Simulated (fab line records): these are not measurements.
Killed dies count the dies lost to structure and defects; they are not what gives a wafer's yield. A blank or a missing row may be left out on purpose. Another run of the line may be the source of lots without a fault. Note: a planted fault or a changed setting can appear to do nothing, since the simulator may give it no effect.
A struck lot beside a sound one -- flow ritCmos -- 15 out of 202 route steps
Sound: these wafers, L297.1, L297.4, L297.5. Wafers struck: L310.2, L310.3, L310.5. The cause is named last.
Per side, at each step with rows, come the tool, then ch with its chambers, and then its first start. Under that, the readings that differ: sound wafers -- struck wafers -- difference of the means -- sigmas: that difference in standard deviations of wafers without a fault.
alike: words and numbers the same on both sides, and readings whose means are apart by under 2 such deviations; not compared: readings that were withheld, readings missing a value for some wafer, numbers with overlapping values and no deviation given by the record, and bounds like >300 which may hide the same value.
The two part at a step that has a row with sigmas, a row that says differs or no value, or rows on one side only. When numbers do not overlap yet have no deviation, they are printed without sigmas and do not part them. A reading missing from all wafers of one side parts the sides only when that side holds two or more wafers.

first, 5 steps without rows for these wafers: RIT_NSD_COAT_01 (resist thk 1000 nm); RIT_NSD_SOFTBAKE_02 (time 60 s); RIT_NSD_EXPOSE_03 (exposes mask M9, target cd 40700 nm); RIT_NSD_PEB_04; RIT_NSD_DEVELOP_05 (develop time 50 s).
RIT_NSD_OVL_MEAS_06:
  sound: overlay-01 at day 4 04:47; struck: overlay-01 at day 6 23:20
  alike: NSD_OVL
then, 2 steps without rows for these wafers: RIT_NSD_HARDBAKE_07 (time 60 s); RIT_NSD_IMPLANT_08.
RIT_NSD_STRIP_09: strips in O2, time 180 s.
  sound on plasmaAsher-02 ch 0,1, day 4 05:11; struck on plasmaAsher-04 ch 0,1, day 6 23:40
  alike: drypumpMotorCurrentA
  not compared: rfHoursCounterH
RIT_NSD_TW_MEAS_10:
  sound: filmMetro-01 at day 4 05:22; struck: filmMetro-01 at day 6 23:52
  alike: NSD_TW
then, 2 steps without rows for these wafers: RIT_PSD_HMDS_00 (prime time 60 s); RIT_PSD_COAT_01 (resist thk 1000 nm).
RIT_PSD_SOFTBAKE_02: time 60 s.
  sound on lithoTrack-04 ch 0, day 4 05:43; struck on lithoTrack-03 ch 0, day 7 00:14
reading,sound,struck,difference,sigmas
runLengthS (s),89.03 89.00 89.17,95.99 96.09 96.21,+7.03,+33
  alike: plateTempC
then, 1 step without rows for these wafers: RIT_PSD_EXPOSE_03 (exposes mask M10, target cd 40900 nm).
RIT_M1_PROBE_99:
  sound: prober-02 at day 4 14:51; struck: prober-02 at day 7 09:31
  alike: killedAtFrontEnd, killedDies, killedOpen, killedShort

WHERE THEY PART
Within this record, at RIT_PSD_SOFTBAKE_02 only. Later steps at which nothing parts them and some readings are alike: RIT_M1_PROBE_99.

WHY: the cause the simulator had injected
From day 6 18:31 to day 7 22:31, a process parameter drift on lithoTrack-03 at RIT_PSD_SOFTBAKE_02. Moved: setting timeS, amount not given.
